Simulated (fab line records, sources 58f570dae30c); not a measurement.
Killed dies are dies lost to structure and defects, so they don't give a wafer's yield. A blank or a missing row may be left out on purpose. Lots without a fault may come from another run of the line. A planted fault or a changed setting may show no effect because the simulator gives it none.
Chamber matching | flow berkeley_cmos170 | UCB170_CONTACT_ETCH_17 on rie_diel-01: 4 sister chambers
The step etches BARC in N2/H2. 4 wafers are shown with their chamber, then 7 later ones without.

WAFERS WITH THEIR CHAMBER
wafer  | chamber | drypump_motor_current_A (A)
L861.4 | 1       | 5.0
L861.6 | 2       | 5.1
L862.2 | 3       | 5.6
L862.3 | 0       | 5.9

WAFERS WITHOUT THEIR CHAMBER
wafer  | drypump_motor_current_A (A)
L862.4 | 5.1
L865.1 | 5.0
L865.4 | 5.6
L865.5 | 5.9
L870.2 | 5.0
L870.4 | 5.5
L870.6 | 5.9

WHICH CHAMBER EACH WENT THROUGH
wafer  | from the rows above | in truth
L862.4 | 2                   | 2
L865.1 | 1                   | 1
L865.4 | 3                   | 3
L865.5 | 0                   | 0
L870.2 | 1                   | 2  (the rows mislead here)
L870.4 | 3                   | 3
L870.6 | 0                   | 0
Placed correctly: 6 of 7. Can't be placed from these rows: 0. Placed wrongly: 1.
How it was worked out, from the rows above alone: a wafer's distance from a chamber is the root of the sum, over the readings, of the square of ((its reading less the chamber's mean) divided by the reading's scatter). The wafer belongs to the nearest chamber; if the next one is less than 2 further off, it can't be placed. A chamber's mean is the mean of its shown wafers. The scatter: with one shown wafer a chamber, the root of the mean of the squares of how far each hidden wafer lies from its nearest shown one.
